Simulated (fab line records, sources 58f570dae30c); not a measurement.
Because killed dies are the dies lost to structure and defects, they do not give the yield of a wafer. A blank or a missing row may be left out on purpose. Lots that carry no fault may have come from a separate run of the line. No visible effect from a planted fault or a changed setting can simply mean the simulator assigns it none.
Problem report, 8D (eight disciplines) form, completed by code	flow berkeleyCmos170	the parts of the form that need people (team, actions taken, sign-off) are left out

== 1. PROBLEM STATEMENT ==
Wafers free of any fault read 37.27 ohm/sq (standard deviation 0.085) for NSD_RS at UCB170_SDANNEAL_RS_MEAS_03, against a mean of 33.04 ohm/sq on 6 wafers of 2 lots. That puts it -50 standard deviations away from the usual mean.
The step: measures by four-point-probe.
First seen on wafer L129.1, day 8 17:31, on filmMetro-02. The record holds 42 wafers of 14 lots with a number at this step. The rule behind "out" and "out of limits": a value lying over 4 standard deviations away from the usual mean. Any other wafer with a number is counted as sound.

== 2. WHAT THIS IS AND IS NOT ==
question	is	is not
which readings at this step	NSD_RS	-
which lots	L129, L130	L122, L123, L124, L125, L127, L128, L137, L138, L140, L141, L143, L144
which wafers of those lots	all that have a number	-
read on which gauges	filmMetro-02	filmMetro-01, filmMetro-03
when	from day 8 17:31	up to then (18 sound wafers); but 18 sound wafers of L137, L138, L140, L141, L143, L144 came after

== 3. SUSPECTS, AND WHAT RULES EACH OUT ==
Counting: a tool at any process step up to the reading remains a suspect when it ran all the lots that are out and ran no sound lot after the first of those.
- the gauge at UCB170_SDANNEAL_RS_MEAS_03 has been ruled out. All the wafers that are out were read on filmMetro-02, but those of them that UCB170_NSD_IMPLANT_08 has rows for are out there too, on other tools.
- implanter-03 at UCB170_NSD_IMPLANT_08: kept. It processed each lot that is out, first L129 at day 8 15:56, and no sound lot thereafter; up to then, the last sound lot it processed was L127 at day 8 11:30. Its own beamOnS, endStationPressureTorr, faradayCurrentUA readings are out on those wafers.
After counting, what remains is implanter-03 at UCB170_NSD_IMPLANT_08.

== 4. THE CAUSE (what the simulator had put in) ==
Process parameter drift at UCB170_NSD_IMPLANT_08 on implanter-03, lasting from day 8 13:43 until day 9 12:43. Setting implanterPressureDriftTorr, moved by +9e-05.
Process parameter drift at UCB170_NSD_IMPLANT_08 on implanter-03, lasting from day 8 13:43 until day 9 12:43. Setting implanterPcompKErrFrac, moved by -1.
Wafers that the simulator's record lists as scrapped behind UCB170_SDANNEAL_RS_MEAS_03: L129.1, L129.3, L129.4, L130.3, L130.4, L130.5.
Counting left only this tool.

== 5. SEQUENCE OF EFFECTS, ordered by route ==
One row per reading whose mean, taken over the struck wafers that have a number, lies over 3 standard deviations from the usual. Readings are gone through only where the record gives a usual standard deviation; hours: the median, over the lots, of the time from a lot's start at the first step in this table giving one to that lot's start at this step; sigmas: the change measured in usual standard deviations.
hours	step	reading	usual	on struck wafers	change	sigmas
0	UCB170_NSD_IMPLANT_08	beamOnS	9.99 s	13.37	+3.38	+17
0	UCB170_NSD_IMPLANT_08	endStationPressureTorr	1.26e-05 Torr	9.82e-05	+8.56e-05	+99 or more
0	UCB170_NSD_IMPLANT_08	faradayCurrentUA	9266	7206	-2060	-11
0	UCB170_NSD_STRIP_09	oesProductAu	0.534 a.u.	0.509	-0.025	-6.0
0	UCB170_NSD_STRIP_09	stripTimeToEndpointS	35.80 s	38.81	+3.01	+35
2	UCB170_SDANNEAL_RS_MEAS_03	NSD_RS	37.27 ohm/sq	33.04	-4.23	-50
It contains these process steps:
- UCB170_NSD_IMPLANT_08
- UCB170_NSD_STRIP_09: strips in O2.

== 6. HOW IT WOULD HAVE BEEN CAUGHT EARLIER ==
4 hours passed between the start of the fault at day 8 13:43 and the first reading out of limits at a measuring or inspecting step in this record, taken at day 8 17:31.
Tool's own readings at UCB170_NSD_IMPLANT_08, beamOnS, endStationPressureTorr, faradayCurrentUA: out on all struck wafers the step has rows for; an alarm limit on them would have tripped on the first.
Lots out: 2; of these, L130 started UCB170_NSD_IMPLANT_08 on implanter-03 after day 8 17:31. A tool hold placed at that time would have kept it from harm.
